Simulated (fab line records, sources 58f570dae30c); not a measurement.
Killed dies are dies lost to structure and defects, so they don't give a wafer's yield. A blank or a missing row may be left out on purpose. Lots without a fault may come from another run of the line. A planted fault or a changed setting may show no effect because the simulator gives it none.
Problem report in the 8D (eight disciplines) form, filled by code | flow berkeley_cmos170 | the parts of the form that need people (team, actions taken, sign-off) are left out

1. THE PROBLEM
SPACER_TEOS_THK at UCB170_SPACER_THK_MEAS_01 reads a mean of 327 nm on 6 wafers of 2 lots; wafers without a fault read 373 nm with a standard deviation of 5.4. That is -8.5 standard deviations from the usual mean.
First seen on wafer L723.1, day 10 02:10, on film_metro-01. The record holds 42 wafers of 14 lots with a number at this step. Rule for "out", or "out of limits": more than 4 standard deviations from the usual mean. The other wafers with a number count as sound.

2. WHAT IT IS AND WHAT IT IS NOT
question                    | is                           | is not
which readings at this step | SPACER_TEOS_THK              | -
which lots                  | L723, L728                   | L712, L713, L714, L715, L716, L718, L719, L720, L721, L722, L726, L734
which wafers of those lots  | all that have a number       | -
read on which gauges        | film_metro-01, film_metro-02 | film_metro-04
when                        | from day 10 02:10            | up to then (30 sound wafers); but 6 sound wafers of L726, L734 came after

3. SUSPECTS, AND WHAT RULES EACH OUT
Counting: a tool at a process step up to the reading stays a suspect if it ran every lot that is out and no sound lot after the first of them.
- the gauge at UCB170_SPACER_THK_MEAS_01: ruled out. The wafers that are out were read on 2 gauges (film_metro-01, film_metro-02).
- plasma_asher-04 at UCB170_NVT_STRIP_08 (strips in O2): kept. It ran every lot that is out, first L723 (day 9 04:11), and no sound lot after that; its last sound lot up to then is L720 (day 8 14:14).
- pecvd-02 at UCB170_SPACER_CVD_00 (deposits SiO2 from TEOS/O2, target thk 376 nm, time 47 s): kept. It ran every lot that is out, first L723 (day 10 02:07), and no sound lot after that; its last sound lot up to then is L722 (day 9 08:16).
Left after counting: plasma_asher-04 at UCB170_NVT_STRIP_08, pecvd-02 at UCB170_SPACER_CVD_00.

4. THE CAUSE (what the simulator had put in)
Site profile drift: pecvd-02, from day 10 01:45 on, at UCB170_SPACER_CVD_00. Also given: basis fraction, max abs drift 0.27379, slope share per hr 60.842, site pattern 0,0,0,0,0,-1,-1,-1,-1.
Counting left 2 suspects, and this tool is among them.

5. THE CHAIN OF EFFECTS, in route order
Each row: a reading whose mean over the struck wafers that have a number lies more than 3 standard deviations from the usual. Only readings for which the record gives a usual standard deviation are gone through. hours: the time from each lot's start at the first step in this table that gives one to its start at this step, as a median over the lots. sigmas: the change in usual standard deviations.
hours | step                      | reading         | usual      | on struck wafers | change | sigmas
0     | UCB170_SPACER_THK_MEAS_01 | SPACER_TEOS_THK | 373 nm     | 327              | -46    | -8.5
5     | UCB170_SPACER_ETCHBACK_03 | oes_product_au  | 0.898 a.u. | 0.819            | -0.079 | -4.0
The process steps in it:
- UCB170_SPACER_ETCHBACK_03: etches SiO2 in CHF3/CF4/Ar, stops on Si, target depth 376 nm, time 100 s.
Later measuring or inspecting steps at which every struck wafer that the step has a row for has a number for every such reading, and none has moved that far: UCB170_NSD_OVL_MEAS_07.

6. WHAT WOULD HAVE CAUGHT IT SOONER
In this record the first reading out of limits at a measuring or inspecting step was taken at day 10 02:10, 0 hours after the fault began at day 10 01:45.
Of the tool readings at UCB170_SPACER_CVD_00 for which the record gives a usual standard deviation, none was out on any struck wafer, so an alarm limit of 4 standard deviations on them would not have fired.
Of the lots that are out (2), L728 began UCB170_SPACER_CVD_00 on pecvd-02 after day 10 02:10. A hold on the tool at that time would have spared it.
